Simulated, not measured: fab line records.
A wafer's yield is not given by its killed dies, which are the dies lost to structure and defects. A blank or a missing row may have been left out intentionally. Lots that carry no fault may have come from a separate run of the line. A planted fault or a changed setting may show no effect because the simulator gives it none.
One fault seen from 2 desks -- flow berkeley_cmos170 -- what lay behind the numbers comes last; until then each desk has only its own

== METROLOGY DESK ==
What the gauges read, lot by lot, whatever tool the lot ran on: means of the sampled wafers that have a number. Marked OUT: a lot whose mean sits more than 4 standard deviations from the usual mean, which makes it out of limits; the brackets give that distance.
Columns: A = cd_nm at UCB170_NLDD_CD_MEAS_06, usual 1200.0 nm; B = NLDD_OVL at UCB170_NLDD_OVL_MEAS_07, usual -3 nm; C = NLDD_TW at UCB170_NLDD_TW_MEAS_11, usual 2217; D = SPACER_TEOS_THK at UCB170_SPACER_THK_MEAS_01, usual 376 nm
lot,first seen here,A,B,C,D
L502,day 7 12:11,1199.6,-9,2204,373
L512,day 9 18:42,1200.3,-4,2221,373
L517,day 10 10:19,1198.8,-3,2205,381
L520,day 11 07:53,1199.1,0,2228,379
L524,day 11 18:54,1200.2,1,2198,378
Result from this desk: across the 5 lots, nothing is out of limits.

== DESK OF THE TOOL OWNER: pecvd-03 ==
The tool's own readings at UCB170_SPACER_CVD_00 (deposits SiO2 from TEOS/O2, target thk 376 nm, time 47 s): means of the sampled wafers that have a number, for each lot that ran on this tool. Marked OUT: a lot whose mean sits more than 4 standard deviations from the usual mean, which makes it out of limits; the brackets give that distance.
Columns: A = heater_power_w at UCB170_SPACER_CVD_00, usual 269 W; B = rf_fwd_power_W at UCB170_SPACER_CVD_00, usual 544.7 W
lot,first seen here,A,B
L512,day 9 19:27,233,543.4
L517,day 10 11:06,186,566.7 (+9.2) OUT
This desk's finding: out of limits on L517; first on L517, day 10 11:06 (rf_fwd_power_W at UCB170_SPACER_CVD_00). L512: within limits.

== PUT TOGETHER ==
At day 10 11:06, on L517, the tool owner's desk was in a position to raise an alarm.
The metrology desk saw nothing out of limits.
The metrology desk holds a record of L517, inside its limits.
UCB170_SPACER_CVD_00 was run on pecvd-03 by each of the lots named.

== WHAT THE SIMULATOR PUT IN ==
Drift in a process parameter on pecvd-03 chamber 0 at UCB170_SPACER_CVD_00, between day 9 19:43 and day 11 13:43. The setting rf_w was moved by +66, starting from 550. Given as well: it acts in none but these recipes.
Lots struck among those shown: L517.
Delay in hours, fault start to first out-of-limits reading, by desk: the tool owner's desk at 15.
